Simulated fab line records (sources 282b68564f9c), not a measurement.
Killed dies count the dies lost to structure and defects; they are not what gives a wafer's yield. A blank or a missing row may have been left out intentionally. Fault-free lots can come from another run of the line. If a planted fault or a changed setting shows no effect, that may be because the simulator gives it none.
Which of the tools did it? + flow rit cmos + 14 lots (42 wafers sampled), 1 step of a 202-step route

WHAT THE GAUGES READ, wafer by wafer
Not one reading of a measure or inspect step in the record can be checked against a usual standard deviation.

EACH LOT AND THE TOOL THAT RAN IT (in order: tool; ch and the chambers of the sampled wafers; start)
| lot  | RIT_PSD_DEVELOP_05               |
|------|----------------------------------|
| L559 | litho track-02 ch 0, day 3 03:00 |
| L560 | litho track-03 ch 0, day 3 10:00 |
| L563 | litho track-03 ch 0, day 4 00:00 |
| L564 | litho track-03 ch 0, day 4 06:00 |
| L565 | litho track-02 ch 0, day 4 10:00 |
| L566 | litho track-03 ch 0, day 4 14:00 |
| L568 | litho track-04 ch 0, day 4 23:00 |
| L571 | litho track-03 ch 0, day 5 19:00 |
| L572 | litho track-02 ch 0, day 5 22:00 |
| L574 | litho track-04 ch 0, day 6 10:00 |
| L577 | litho track-03, day 6 22:00      |
| L578 | litho track-03, day 7 00:00      |
| L581 | litho track-02 ch 0, day 7 19:00 |
| L582 | litho track-04 ch 0, day 7 23:00 |
- RIT_PSD_DEVELOP_05: develop time 50 s.

WHAT THE TOOLS THEMSELVES READ (means of the sampled wafers that have a number; where no wafer has one, the mark that the record gives instead)
RIT_PSD_DEVELOP_05.
| lot  | tool           | chill plate temp C (C) |
|------|----------------|------------------------|
| L559 | litho track-02 | 22.89                  |
| L560 | litho track-03 | 22.85                  |
| L563 | litho track-03 | 23.07                  |
| L564 | litho track-03 | 23.05                  |
| L565 | litho track-02 | 23.17                  |
| L566 | litho track-03 | 22.93                  |
| L568 | litho track-04 | 22.94                  |
| L571 | litho track-03 | 23.06                  |
| L572 | litho track-02 | 23.00                  |
| L574 | litho track-04 | 23.17                  |
| L577 | litho track-03 | -                      |
| L578 | litho track-03 | -                      |
| L581 | litho track-02 | 23.01                  |
| L582 | litho track-04 | 22.89                  |

THE ANSWER, worked out from the rows above alone
Rule: what is usual is taken from the lots themselves. Put in order of their means at a reading, lots are off if they are a third of the lots or fewer, leave a main group of 4 or more, and stand apart from it by a gap of 3 or more times the standard deviation of the main group's means; of several such gaps the widest counts. Not used: any main group whose means are identical at the precision the tables above print for the reading. A lot without any number at a reading at which 4 lots or more have one is off too. Where the step has rows for the other lots, those lots are counted as sound. First the gauges in route order, then the tools' own readings, where a lot's mean is used as printed above. At the first step where some lot is off, the reading lying furthest off is the one used; lots without a number count as furthest.
Off, at RIT_PSD_DEVELOP_05 on chill plate temp C: L577, L578. Without a number there: L577, L578. The main group: mean 23.00 C, standard deviation 0.1.
If a tool, at that step or one of the process steps before it, ran each lot that is off and ran no sound lot following the first of them, it fits. One fits: litho track-03 at RIT_PSD_DEVELOP_05. Its last sound lot is L571 (day 5 19:00), its first lot that is off L577 (day 6 22:00): a fault that began between those two fits.
Blank at RIT_PSD_DEVELOP_05 on the lots that are off, where sound lots have numbers: chill plate temp C.

WHAT THE SIMULATOR PUT IN
At RIT_PSD_DEVELOP_05, the step was skipped entirely on litho track-03 from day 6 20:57 on. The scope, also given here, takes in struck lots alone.
Lots struck among those shown: L577, L578. The rule above reached the same finding.
